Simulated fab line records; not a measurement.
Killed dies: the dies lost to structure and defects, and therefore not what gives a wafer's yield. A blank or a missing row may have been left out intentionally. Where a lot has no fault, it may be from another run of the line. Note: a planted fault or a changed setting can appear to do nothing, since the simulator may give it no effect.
fab line records :: flow rit_cmos :: part 2 of 2: steps 31 to 43 of 43
record:
  lots: 5
  wafers: 15
  last_day: 7
route steps=202 shown PSD@149 SDANNEAL@153 NSD@158 PLDD@159 NLDD@160 SILICIDE@161 CONTACT@168 M1@184
lots that met no fault: taken from a fault-free run of the same line
start_h: hours from the record's first day to the start of the lot's first wafer shown :: wait_h: how many hours have passed since the lot's step before this one :: " as in the row above :: L1.1+2: several wafers, shown together as one row :: - no value present, or no start provided :: * or withheld: withheld :: < > ~ a bound
route shown NAME@n: a module of which the file shows steps, and the number in the route of the first :: usual: average and standard deviation across the fault-free wafers :: same: alike in all rows :: chamber/n: place in a boat :: sites: each site's reading :: _std_site: how widely they spread, as a standard deviation :: _edge_site: the outer-site mean with the inner-site mean subtracted :: radius_mm: how far each site lies from the wafer's centre :: mask NAME#n: copy n :: behind: the most recent tool/chamber to have shaped the wafer :: hold: why the lot went on hold/how many hours it stayed there/how the hold came to an end :: device: the n, p or np transistor that did not switch :: end of line: the tests these same wafers got at the end of their route :: a step given without rows: its recipe and nothing more :: killed: the dies lost at the first sort to structure and to defects; this is not the yield of the wafer :: map: per-die view of a wafer (x killed, . not killed, _ where there is no die)
set.NAME: the setting the step ran with; set.NAME@STEP: the setting that earlier step ran with :: model.NAME: the simulator's own value behind a step, which no gauge read
certain route steps with their lots: each step a table, each wafer a row
services: from which hour (start_h, from the record's first day; less than 0 if before it) a tool's chamber was out of use, for how many hours, and why
== steps ==
step: RIT_CONTACT_ETCH_11
recipe:
  target_depth_a: 4800
  over_etch_frac: 0.2
  stop_on: TiSi2
  chemistry: CHF3/CF4/Ar
  target: SiO2
  CHF3_flow_sccm: 50
  cf4_flow_sccm: 10
  Ar_flow_sccm: 100
  O2_flow_sccm: 5
  pressure_mtorr: 100
  rf_w: 200
  time_s: 320
usual:
  drypump_motor_current_A: 5.7/0.3
  oes_product_au: 0.986/0.014
  throttle_valve_pct: 8.91/0.14
lot.wafer: L078.3
tool: rie_diel-02
chamber: 2
start_h: 73.75
wait_h: 0.1
drypump_motor_current_A: 5.4
oes_product_au: 1.000
rf_hours_counter_h: 3
throttle_valve_pct: 8.98

lot.wafer: L078.4
tool: rie_diel-02
chamber: 3
start_h: 73.75
wait_h: 0.1
drypump_motor_current_A: 6.3
oes_product_au: 0.973
rf_hours_counter_h: 2
throttle_valve_pct: 8.80

lot.wafer: L078.6
tool: rie_diel-02
chamber: 2
start_h: 73.75
wait_h: 0.1
drypump_motor_current_A: 5.4
oes_product_au: 0.998
rf_hours_counter_h: -
throttle_valve_pct: 8.98

lot.wafer: L079.1
tool: rie_diel-02
chamber: 0
start_h: 77.41
wait_h: 0.1
drypump_motor_current_A: 5.7
oes_product_au: 0.979
rf_hours_counter_h: 133
throttle_valve_pct: 8.70

lot.wafer: L079.3
tool: rie_diel-02
chamber: 1
start_h: 77.41
wait_h: 0.1
drypump_motor_current_A: 5.7
oes_product_au: 0.979
rf_hours_counter_h: 141
throttle_valve_pct: 8.93

lot.wafer: L079.4
tool: rie_diel-02
chamber: 1
start_h: 77.41
wait_h: 0.1
drypump_motor_current_A: 5.7
oes_product_au: 0.980
rf_hours_counter_h: -
throttle_valve_pct: 8.94

lot.wafer: L093.1
tool: rie_diel-03
chamber: 2
start_h: 148.10
wait_h: 0.1
drypump_motor_current_A: 5.9
oes_product_au: 1.010
rf_hours_counter_h: 74
throttle_valve_pct: 8.93

lot.wafer: L093.3
tool: rie_diel-03
chamber: 3
start_h: 148.10
wait_h: 0.1
drypump_motor_current_A: 5.5
oes_product_au: 0.993
rf_hours_counter_h: 49
throttle_valve_pct: 9.08

lot.wafer: L093.4
tool: rie_diel-03
chamber: 1
start_h: 148.10
wait_h: 0.1
drypump_motor_current_A: 5.6
oes_product_au: 0.986
rf_hours_counter_h: 47
throttle_valve_pct: 8.85

lot.wafer: L094.3
tool: rie_diel-01
chamber: 2
start_h: 153.35
wait_h: 0.1
drypump_motor_current_A: 5.4
oes_product_au: 0.960
rf_hours_counter_h: 64
throttle_valve_pct: 9.15

lot.wafer: L094.4
tool: rie_diel-01
chamber: 3
start_h: 153.35
wait_h: 0.1
drypump_motor_current_A: 5.7
oes_product_au: 0.973
rf_hours_counter_h: 0
throttle_valve_pct: 8.73

lot.wafer: L094.5
tool: rie_diel-01
chamber: 2
start_h: 153.35
wait_h: 0.1
drypump_motor_current_A: 5.4
oes_product_au: 0.967
rf_hours_counter_h: -
throttle_valve_pct: 9.14

lot.wafer: L097.4
tool: rie_diel-01
chamber: 0
start_h: 166.18
wait_h: 0.1
drypump_motor_current_A: 5.9
oes_product_au: 0.989
rf_hours_counter_h: 7
throttle_valve_pct: 8.90

lot.wafer: L097.5
tool: rie_diel-01
chamber: 3
start_h: 166.18
wait_h: 0.1
drypump_motor_current_A: 5.6
oes_product_au: 0.979
rf_hours_counter_h: -
throttle_valve_pct: 8.70

lot.wafer: L097.6
tool: rie_diel-01
chamber: 0
start_h: 166.18
wait_h: 0.1
drypump_motor_current_A: 6.0
oes_product_au: 0.990
rf_hours_counter_h: -
throttle_valve_pct: 8.89
step: RIT_CONTACT_STRIP_12
recipe:
  chemistry: O2
  time_s: 180
  resist: NOVOLAK
  platen_temp_c: withheld
  power_w: 500
  pressure_mtorr: 4000
  o2_flow_sccm: 4000
usual:
  drypump_motor_current_A: 5.6/0.49
lot.wafer: L078.3
tool: plasma_asher-03
chamber: 1
start_h: 74.00
wait_h: 0.2
drypump_motor_current_A: 6.1
rf_hours_counter_h: -

lot.wafer: L078.4
tool: plasma_asher-03
chamber: 0
start_h: 74.00
wait_h: 0.2
drypump_motor_current_A: 4.8
rf_hours_counter_h: -

lot.wafer: L078.6
tool: plasma_asher-03
chamber: 0
start_h: 74.00
wait_h: 0.2
drypump_motor_current_A: 4.7
rf_hours_counter_h: -

lot.wafer: L079.1
tool: plasma_asher-02
chamber: 0
start_h: 77.61
wait_h: 0.1
drypump_motor_current_A: 5.5
rf_hours_counter_h: 44

lot.wafer: L079.3
tool: plasma_asher-02
chamber: 1
start_h: 77.61
wait_h: 0.1
drypump_motor_current_A: 5.8
rf_hours_counter_h: -

lot.wafer: L079.4
tool: plasma_asher-02
chamber: 0
start_h: 77.61
wait_h: 0.1
drypump_motor_current_A: 5.5
rf_hours_counter_h: -

lot.wafer: L093.1
tool: plasma_asher-03
chamber: 0
start_h: 148.29
wait_h: 0.1
drypump_motor_current_A: 4.8
rf_hours_counter_h: 52

lot.wafer: L093.3
tool: plasma_asher-03
chamber: 1
start_h: 148.29
wait_h: 0.1
drypump_motor_current_A: 6.1
rf_hours_counter_h: -

lot.wafer: L093.4
tool: plasma_asher-03
chamber: 0
start_h: 148.29
wait_h: 0.1
drypump_motor_current_A: 4.7
rf_hours_counter_h: -

lot.wafer: L094.3
tool: plasma_asher-02
chamber: 0
start_h: 153.61
wait_h: 0.2
drypump_motor_current_A: 5.5
rf_hours_counter_h: -

lot.wafer: L094.4
tool: plasma_asher-02
chamber: 1
start_h: 153.61
wait_h: 0.2
drypump_motor_current_A: 5.9
rf_hours_counter_h: -

lot.wafer: L094.5
tool: plasma_asher-02
chamber: 0
start_h: 153.61
wait_h: 0.2
drypump_motor_current_A: 5.5
rf_hours_counter_h: -

lot.wafer: L097.4
tool: plasma_asher-04
chamber: 1
start_h: 166.43
wait_h: 0.2
drypump_motor_current_A: 6.1
rf_hours_counter_h: -

lot.wafer: L097.5
tool: plasma_asher-04
chamber: 1
start_h: 166.43
wait_h: 0.2
drypump_motor_current_A: 6.1
rf_hours_counter_h: -

lot.wafer: L097.6
tool: plasma_asher-04
chamber: 0
start_h: 166.43
wait_h: 0.2
drypump_motor_current_A: 5.5
rf_hours_counter_h: -
step: RIT_CONTACT_CD_MEAS_90
recipe:
  target_cd_nm: 1000
usual:
  cd_nm: 1000.9/2.2
lot.wafer: L078.3
tool: cd_sem-02
chamber: -
start_h: 74.16
wait_h: 0.1
cd_nm: 1000.3

lot.wafer: L078.4
tool: cd_sem-02
chamber: -
start_h: 74.16
wait_h: 0.1
cd_nm: 999.6

lot.wafer: L078.6
tool: cd_sem-02
chamber: -
start_h: 74.16
wait_h: 0.1
cd_nm: 1000.6

lot.wafer: L079.1
tool: cd_sem-02
chamber: -
start_h: 77.78
wait_h: 0.1
cd_nm: 1004.7

lot.wafer: L079.3
tool: cd_sem-02
chamber: -
start_h: 77.78
wait_h: 0.1
cd_nm: 1004.1

lot.wafer: L079.4
tool: cd_sem-02
chamber: -
start_h: 77.78
wait_h: 0.1
cd_nm: 1001.6

lot.wafer: L093.1
tool: cd_sem-01
chamber: -
start_h: 148.47
wait_h: 0.1
cd_nm: 997.2

lot.wafer: L093.3
tool: cd_sem-01
chamber: -
start_h: 148.47
wait_h: 0.1
cd_nm: 995.0

lot.wafer: L093.4
tool: cd_sem-01
chamber: -
start_h: 148.47
wait_h: 0.1
cd_nm: 996.9

lot.wafer: L094.3
tool: cd_sem-01
chamber: -
start_h: 153.76
wait_h: 0.1
cd_nm: 1005.1

lot.wafer: L094.4
tool: cd_sem-01
chamber: -
start_h: 153.76
wait_h: 0.1
cd_nm: 1001.9

lot.wafer: L094.5
tool: cd_sem-01
chamber: -
start_h: 153.76
wait_h: 0.1
cd_nm: 1003.9

lot.wafer: L097.4
tool: cd_sem-01
chamber: -
start_h: 166.61
wait_h: 0.1
cd_nm: 1000.0

lot.wafer: L097.5
tool: cd_sem-01
chamber: -
start_h: 166.61
wait_h: 0.1
cd_nm: 998.9

lot.wafer: L097.6
tool: cd_sem-01
chamber: -
start_h: 166.61
wait_h: 0.1
cd_nm: 999.8
step: RIT_CONTACT_CLEAN_13
recipe:
  chemistry: SC1
  mix: 3:3:50
  time_s: 600
  temp_c: 75
lot.wafer: L078.3+4+6
tool: wet_bench-02
chamber: 2
start_h: 74.24
wait_h: 0.1

lot.wafer: L079.1+3+4
tool: wet_bench-01
chamber: 3
start_h: 77.90
wait_h: 0.1

lot.wafer: L093.1+3+4
tool: wet_bench-03
chamber: 3
start_h: 148.59
wait_h: 0.1

lot.wafer: L094.3+4+5
tool: wet_bench-02
chamber: 3
start_h: 153.84
wait_h: 0.1

lot.wafer: L097.4+5+6
tool: wet_bench-03
chamber: 0
start_h: 166.67
wait_h: 0.0
step: RIT_CONTACT_CLEAN_14
recipe:
  chemistry: SC2
  mix: 3:3:50
  time_s: 600
  temp_c: 75
  dry: n2_spin
lot.wafer: L078.3+4+6
tool: wet_bench-03
chamber: 1
start_h: 74.41
wait_h: 0.0

lot.wafer: L079.1+3+4
tool: wet_bench-01
chamber: 2
start_h: 78.08
wait_h: 0.0

lot.wafer: L093.1+3+4
tool: wet_bench-02
chamber: 3
start_h: 148.76
wait_h: 0.0

lot.wafer: L094.3+4+5
tool: wet_bench-03
chamber: 1
start_h: 154.03
wait_h: 0.0

lot.wafer: L097.4+5+6
tool: wet_bench-01
chamber: 2
start_h: 167.02
wait_h: 0.0
step: RIT_M1_SPUTTER_00
recipe:
  material: Al
  target_thk_nm: 400
  power_w: 2000
  chamber_pressure_pa: 0.4
  gas: Ar
  time_s: 500
  substrate_temp_c: 25
usual:
  chamber_pressure_pa: 0.4001/0.00091
  throttle_valve_pct: 30.2/0.92
lot.wafer: L078.3
tool: pvd_sputter-03
chamber: -
start_h: 74.59
wait_h: 0.0
chamber_pressure_pa: 0.4000
throttle_valve_pct: 28.5

lot.wafer: L078.4
tool: pvd_sputter-03
chamber: -
start_h: 74.59
wait_h: 0.0
chamber_pressure_pa: 0.4001
throttle_valve_pct: 30.2

lot.wafer: L078.6
tool: pvd_sputter-03
chamber: -
start_h: 74.59
wait_h: 0.0
chamber_pressure_pa: 0.4011
throttle_valve_pct: 29.9

lot.wafer: L079.1
tool: pvd_sputter-02
chamber: -
start_h: 78.25
wait_h: 0.0
chamber_pressure_pa: 0.4000
throttle_valve_pct: 30.9

lot.wafer: L079.3
tool: pvd_sputter-02
chamber: -
start_h: 78.25
wait_h: 0.0
chamber_pressure_pa: 0.4002
throttle_valve_pct: 31.6

lot.wafer: L079.4
tool: pvd_sputter-02
chamber: -
start_h: 78.25
wait_h: 0.0
chamber_pressure_pa: 0.3999
throttle_valve_pct: 30.2

lot.wafer: L093.1
tool: pvd_sputter-02
chamber: -
start_h: 148.94
wait_h: 0.0
chamber_pressure_pa: 0.4014
throttle_valve_pct: 30.2

lot.wafer: L093.3
tool: pvd_sputter-02
chamber: -
start_h: 148.94
wait_h: 0.0
chamber_pressure_pa: 0.4017
throttle_valve_pct: 29.8

lot.wafer: L093.4
tool: pvd_sputter-02
chamber: -
start_h: 148.94
wait_h: 0.0
chamber_pressure_pa: 0.3999
throttle_valve_pct: 31.7

lot.wafer: L094.3
tool: pvd_sputter-03
chamber: -
start_h: 154.21
wait_h: 0.0
chamber_pressure_pa: 0.4004
throttle_valve_pct: 30.0

lot.wafer: L094.4
tool: pvd_sputter-03
chamber: -
start_h: 154.21
wait_h: 0.0
chamber_pressure_pa: 0.4012
throttle_valve_pct: 30.5

lot.wafer: L094.5
tool: pvd_sputter-03
chamber: -
start_h: 154.21
wait_h: 0.0
chamber_pressure_pa: 0.3989
throttle_valve_pct: 28.2

lot.wafer: L097.4
tool: pvd_sputter-02
chamber: -
start_h: 167.37
wait_h: 0.0
chamber_pressure_pa: 0.3992
throttle_valve_pct: 31.1

lot.wafer: L097.5
tool: pvd_sputter-02
chamber: -
start_h: 167.37
wait_h: 0.0
chamber_pressure_pa: 0.4006
throttle_valve_pct: 30.1

lot.wafer: L097.6
tool: pvd_sputter-02
chamber: -
start_h: 167.37
wait_h: 0.0
chamber_pressure_pa: 0.4003
throttle_valve_pct: 31.5
step: RIT_M1_RS_MEAS_01
recipe:
  thk_meas_gauge: four-point-probe
  reads: Al_of_M1_SPUTTER_00
usual:
  M1_AL_RS: 0.0736/0.00087
lot.wafer: L078.3
tool: film_metro-02
chamber: -
start_h: 74.92
wait_h: 0.2
M1_AL_RS[ohm/sq]: 0.0734

lot.wafer: L078.4
tool: film_metro-02
chamber: -
start_h: 74.92
wait_h: 0.2
M1_AL_RS[ohm/sq]: 0.0751

lot.wafer: L078.6
tool: film_metro-02
chamber: -
start_h: 74.92
wait_h: 0.2
M1_AL_RS[ohm/sq]: 0.0735

lot.wafer: L079.1
tool: film_metro-02
chamber: -
start_h: 78.55
wait_h: 0.1
M1_AL_RS[ohm/sq]: 0.0739

lot.wafer: L079.3
tool: film_metro-02
chamber: -
start_h: 78.55
wait_h: 0.1
M1_AL_RS[ohm/sq]: 0.0739

lot.wafer: L079.4
tool: film_metro-02
chamber: -
start_h: 78.55
wait_h: 0.1
M1_AL_RS[ohm/sq]: 0.0722

lot.wafer: L093.1
tool: film_metro-03
chamber: -
start_h: 149.23
wait_h: 0.1
M1_AL_RS[ohm/sq]: 0.0732

lot.wafer: L093.3
tool: film_metro-03
chamber: -
start_h: 149.23
wait_h: 0.1
M1_AL_RS[ohm/sq]: 0.0741

lot.wafer: L093.4
tool: film_metro-03
chamber: -
start_h: 149.23
wait_h: 0.1
M1_AL_RS[ohm/sq]: 0.0739

lot.wafer: L094.3
tool: film_metro-01
chamber: -
start_h: 154.54
wait_h: 0.2
M1_AL_RS[ohm/sq]: 0.0738

lot.wafer: L094.4
tool: film_metro-01
chamber: -
start_h: 154.54
wait_h: 0.2
M1_AL_RS[ohm/sq]: 0.0743

lot.wafer: L094.5
tool: film_metro-01
chamber: -
start_h: 154.54
wait_h: 0.2
M1_AL_RS[ohm/sq]: 0.0740

lot.wafer: L097.4
tool: film_metro-02
chamber: -
start_h: 167.72
wait_h: 0.2
M1_AL_RS[ohm/sq]: 0.0732

lot.wafer: L097.5
tool: film_metro-02
chamber: -
start_h: 167.72
wait_h: 0.2
M1_AL_RS[ohm/sq]: 0.0719

lot.wafer: L097.6
tool: film_metro-02
chamber: -
start_h: 167.72
wait_h: 0.2
M1_AL_RS[ohm/sq]: 0.0737
step: RIT_M1_THK_MEAS_02
recipe:
  thk_meas_gauge: xrf
  reads: Al_of_M1_SPUTTER_00
usual:
  M1_AL_THK: 396/6.7
lot.wafer: L078.3
tool: film_metro-02
chamber: -
start_h: 75.02
wait_h: 0.1
M1_AL_THK[nm]: 393

lot.wafer: L078.4
tool: film_metro-02
chamber: -
start_h: 75.02
wait_h: 0.1
M1_AL_THK[nm]: 385

lot.wafer: L078.6
tool: film_metro-02
chamber: -
start_h: 75.02
wait_h: 0.1
M1_AL_THK[nm]: 392

lot.wafer: L079.1
tool: film_metro-02
chamber: -
start_h: 78.67
wait_h: 0.1
M1_AL_THK[nm]: 392

lot.wafer: L079.3
tool: film_metro-02
chamber: -
start_h: 78.67
wait_h: 0.1
M1_AL_THK[nm]: 390

lot.wafer: L079.4
tool: film_metro-02
chamber: -
start_h: 78.67
wait_h: 0.1
M1_AL_THK[nm]: 399

lot.wafer: L093.1
tool: film_metro-03
chamber: -
start_h: 149.35
wait_h: 0.1
M1_AL_THK[nm]: 398

lot.wafer: L093.3
tool: film_metro-03
chamber: -
start_h: 149.35
wait_h: 0.1
M1_AL_THK[nm]: 392

lot.wafer: L093.4
tool: film_metro-03
chamber: -
start_h: 149.35
wait_h: 0.1
M1_AL_THK[nm]: 392

lot.wafer: L094.3
tool: film_metro-01
chamber: -
start_h: 154.64
wait_h: 0.1
M1_AL_THK[nm]: 399

lot.wafer: L094.4
tool: film_metro-01
chamber: -
start_h: 154.64
wait_h: 0.1
M1_AL_THK[nm]: 396

lot.wafer: L094.5
tool: film_metro-01
chamber: -
start_h: 154.64
wait_h: 0.1
M1_AL_THK[nm]: 396

lot.wafer: L097.4
tool: film_metro-02
chamber: -
start_h: 167.81
wait_h: 0.1
M1_AL_THK[nm]: 395

lot.wafer: L097.5
tool: film_metro-02
chamber: -
start_h: 167.81
wait_h: 0.1
M1_AL_THK[nm]: 403

lot.wafer: L097.6
tool: film_metro-02
chamber: -
start_h: 167.81
wait_h: 0.1
M1_AL_THK[nm]: 394
step: RIT_M1_HMDS_03
recipe:
  prime_time_s: 60
  prime_temp_c: 140
lot.wafer: L078.3+4+6
tool: litho_track-01
chamber: 0
start_h: 75.11
wait_h: 0.1

lot.wafer: L079.1+3+4
tool: litho_track-02
chamber: 0
start_h: 78.73
wait_h: 0.1

lot.wafer: L093.1+3+4
tool: litho_track-01
chamber: 0
start_h: 149.41
wait_h: 0.1

lot.wafer: L094.3+4+5
tool: litho_track-01
chamber: 0
start_h: 154.73
wait_h: 0.1

lot.wafer: L097.4+5+6
tool: litho_track-02
chamber: 0
start_h: 167.92
wait_h: 0.1
step: RIT_M1_COAT_04
recipe:
  resist: NOVOLAK
  spin_rpm: 2000
  resist_thk_nm: 1312
lot.wafer: L078.3+4+6
tool: litho_track-01
chamber: 0
start_h: 75.26
wait_h: 0.1

lot.wafer: L079.1+3+4
tool: litho_track-02
chamber: 0
start_h: 78.88
wait_h: 0.1

lot.wafer: L093.1+3+4
tool: litho_track-01
chamber: 0
start_h: 149.56
wait_h: 0.1

lot.wafer: L094.3+4+5
tool: litho_track-01
chamber: 0
start_h: 154.88
wait_h: 0.1

lot.wafer: L097.4+5+6
tool: litho_track-02
chamber: 0
start_h: 168.07
wait_h: 0.1
step: RIT_M1_SOFTBAKE_05
recipe:
  resist: NOVOLAK
  temp_c: 90
  time_s: 60
lot.wafer: L078.3+4+6
tool: litho_track-01
chamber: 0
start_h: 75.41
wait_h: 0.1

lot.wafer: L079.1+3+4
tool: litho_track-02
chamber: 0
start_h: 79.03
wait_h: 0.1

lot.wafer: L093.1+3+4
tool: litho_track-01
chamber: 0
start_h: 149.71
wait_h: 0.1

lot.wafer: L094.3+4+5
tool: litho_track-01
chamber: 0
start_h: 155.03
wait_h: 0.1

lot.wafer: L097.4+5+6
tool: litho_track-02
chamber: 0
start_h: 168.22
wait_h: 0.1
step: RIT_M1_EXPOSE_06
recipe:
  mask_id: M12
  na: 0.6
  source_shape: conventional
  sigma_outer: 0.5
  target_cd_nm: 2600
  dose_mj: 250
usual:
  stage_vel_mm_s: 500.02/0.23
lot.wafer: L078.3
tool: iline_stepper-02
chamber: 0
start_h: 75.67
wait_h: 0.2
mask: M12#0
stage_vel_mm_s: 499.89

lot.wafer: L078.4
tool: iline_stepper-02
chamber: 0
start_h: 75.67
wait_h: 0.2
mask: M12#0
stage_vel_mm_s: 500.13

lot.wafer: L078.6
tool: iline_stepper-02
chamber: 0
start_h: 75.67
wait_h: 0.2
mask: M12#0
stage_vel_mm_s: 500.10

lot.wafer: L079.1
tool: iline_stepper-01
chamber: 0
start_h: 79.30
wait_h: 0.2
mask: M12#0
stage_vel_mm_s: 500.07

lot.wafer: L079.3
tool: iline_stepper-01
chamber: 0
start_h: 79.30
wait_h: 0.2
mask: M12#0
stage_vel_mm_s: 500.39

lot.wafer: L079.4
tool: iline_stepper-01
chamber: 0
start_h: 79.30
wait_h: 0.2
mask: M12#0
stage_vel_mm_s: 499.84

lot.wafer: L093.1
tool: iline_stepper-02
chamber: 0
start_h: 149.99
wait_h: 0.2
mask: M12#0
stage_vel_mm_s: 499.91

lot.wafer: L093.3
tool: iline_stepper-02
chamber: 0
start_h: 149.99
wait_h: 0.2
mask: M12#0
stage_vel_mm_s: 499.70

lot.wafer: L093.4
tool: iline_stepper-02
chamber: 0
start_h: 149.99
wait_h: 0.2
mask: M12#0
stage_vel_mm_s: 500.26

lot.wafer: L094.3
tool: iline_stepper-02
chamber: 0
start_h: 155.26
wait_h: 0.2
mask: M12#0
stage_vel_mm_s: 499.58

lot.wafer: L094.4
tool: iline_stepper-02
chamber: 0
start_h: 155.26
wait_h: 0.2
mask: M12#0
stage_vel_mm_s: 499.76

lot.wafer: L094.5
tool: iline_stepper-02
chamber: 0
start_h: 155.26
wait_h: 0.2
mask: M12#0
stage_vel_mm_s: 499.88

lot.wafer: L097.4
tool: iline_stepper-02
chamber: 0
start_h: 168.48
wait_h: 0.2
mask: M12#0
stage_vel_mm_s: 500.45

lot.wafer: L097.5
tool: iline_stepper-02
chamber: 0
start_h: 168.48
wait_h: 0.2
mask: M12#0
stage_vel_mm_s: 499.85

lot.wafer: L097.6
tool: iline_stepper-02
chamber: 0
start_h: 168.48
wait_h: 0.2
mask: M12#0
stage_vel_mm_s: 500.21
step: RIT_M1_PEB_07
recipe:
  resist: NOVOLAK
  temp_c: withheld
  time_s: withheld
lot.wafer: L078.3+4+6
tool: litho_track-04
chamber: 0
start_h: 75.80
wait_h: 0.1

lot.wafer: L079.1+3+4
tool: litho_track-02
chamber: 0
start_h: 79.42
wait_h: 0.1

lot.wafer: L093.1+3+4
tool: litho_track-01
chamber: 0
start_h: 150.37
wait_h: 0.4

lot.wafer: L094.3+4+5
tool: litho_track-02
chamber: 0
start_h: 155.42
wait_h: 0.1

lot.wafer: L097.4+5+6
tool: litho_track-01
chamber: 0
start_h: 168.61
wait_h: 0.1
== services ==
tool: wet_bench-04
chamber: -
start_h: 48.87
hours: 31.6
kind: repair

tool: iline_stepper-02
chamber: -
start_h: 48.99
hours: 1.7
kind: pm

tool: implanter-01
chamber: -
start_h: 54.81
hours: 0.8
kind: repair

tool: rie_diel-03
chamber: 1
start_h: 56.06
hours: 6.7
kind: repair

tool: rie_diel-01
chamber: 0
start_h: 59.10
hours: 5.6
kind: repair

tool: implanter-01
chamber: -
start_h: 66.74
hours: 4.7
kind: repair

tool: pecvd-04
chamber: 1
start_h: 73.71
hours: 29.5
kind: repair

tool: rie_diel-02
chamber: 3
start_h: 76.76
hours: 2.7
kind: repair

tool: rie_diel-01
chamber: -
start_h: 76.79
hours: 0.7
kind: repair

tool: pvd_sputter-04
chamber: -
start_h: 94.76
hours: 9.3
kind: repair

tool: iline_stepper-01
chamber: -
start_h: 105.04
hours: 1.3
kind: repair

tool: plasma_asher-01
chamber: -
start_h: 108.75
hours: 9.0
kind: pm

tool: plasma_asher-01
chamber: 0
start_h: 108.75
hours: 9.0
kind: vent_cycle

tool: plasma_asher-01
chamber: 1
start_h: 108.75
hours: 9.0
kind: vent_cycle

tool: plasma_asher-01
chamber: 0
start_h: 117.75
hours: -
kind: clean

tool: pvd_sputter-04
chamber: -
start_h: 120.48
hours: 9.6
kind: repair

tool: implanter-03
chamber: -
start_h: 120.91
hours: 3.6
kind: pm

tool: pvd_sputter-04
chamber: -
start_h: 132.06
hours: 3.4
kind: repair

tool: rie_diel-03
chamber: 3
start_h: 133.17
hours: 10.2
kind: repair

tool: pecvd-03
chamber: -
start_h: 140.22
hours: 6.0
kind: pm

tool: wet_bench-03
chamber: -
start_h: 142.90
hours: 4.4
kind: pm

tool: rtp_anneal-02
chamber: -
start_h: 145.45
hours: 1.2
kind: pm

tool: wet_bench-02
chamber: -
start_h: 158.71
hours: 0.9
kind: repair

tool: wet_bench-04
chamber: -
start_h: 163.71
hours: 1.9
kind: repair
